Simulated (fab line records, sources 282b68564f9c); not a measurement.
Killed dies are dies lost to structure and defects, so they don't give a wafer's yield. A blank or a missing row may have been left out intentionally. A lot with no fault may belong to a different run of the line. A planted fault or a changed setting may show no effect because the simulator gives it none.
2 desks, one fault    flow rit-cmos    every desk sees just its own numbers, and what lay behind them comes last

THE TOOL OWNER'S DESK: implanter-02
RIT_PLDD_IMPLANT_08, tool's own readings: per-lot mean of the sampled wafers with a number, covering each lot this tool ran. A lot is out of limits, marked OUT, if its mean lies more than 4 standard deviations from the usual mean; the brackets give that distance.
Columns: A = beam-energy-keV at RIT_PLDD_IMPLANT_08, usual 20.000
lot   first seen here  A
L394  day 3 03:18      19.996
L395  day 3 07:16      20.006
L396  day 3 13:49      19.993
L397  day 3 15:47      20.007
L401  day 4 12:37      19.996
L402  day 4 16:56      19.999
L414  day 7 04:52      19.999
Finding of this desk: none of the 7 lots has anything out of limits.

METROLOGY DESK
What the gauges read for every lot (on any tool): the sampled wafers with a number, averaged. A lot is out of limits, marked OUT, if its mean lies more than 4 standard deviations from the usual mean; the brackets give that distance.
Columns: A = PLDD_TW at RIT_PLDD_TW_MEAS_10, usual 2355; B = PLDD_RS at RIT_SDANNEAL_RS_MEAS_06, usual 178.8 ohm/sq
lot   first seen here  A                B
L393  day 3 00:33      2340             179.5
L394  day 3 03:37      2383             178.5
L395  day 3 07:35      2343             178.8
L396  day 3 14:07      2384             178.9
L397  day 3 16:05      2382             178.7
L400  day 4 10:38      2404             178.8
L401  day 4 12:55      2249 (-4.1) OUT  200.6 (+50) OUT
L402  day 4 17:15      2202 (-5.9) OUT  201.0 (+51) OUT
L409  day 6 05:05      2339             179.2
L410  day 6 09:04      2378             178.7
L411  day 6 13:32      2359             178.7
L414  day 7 05:11      2326             179.2
L415  day 7 10:19      2379             178.9
L416  day 7 15:03      2330             178.6
Per this desk, out of limits: L401, L402; the first was L401, day 4 12:55 (PLDD_TW at RIT_PLDD_TW_MEAS_10). L393, L394, L395, L396, L397, L400, L409, L410, L411, L414, L415, L416 stayed within limits.

PUT TOGETHER
Metrology desk: alarm possible at day 4 12:55 on L401, L402.
Nothing out of limits was seen by the tool owner's desk.
Tool owner's desk: L401, L402 on record, inside its limits.
Every lot named ran RIT_PLDD_IMPLANT_08 on implanter-02.

WHAT THE SIMULATOR HAD INSERTED
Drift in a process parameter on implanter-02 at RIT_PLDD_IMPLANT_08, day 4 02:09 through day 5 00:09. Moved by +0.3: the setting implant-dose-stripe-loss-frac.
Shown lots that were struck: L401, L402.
Per desk, hours elapsed from the start of the fault to the first reading out of limits: for the metrology desk, 11.
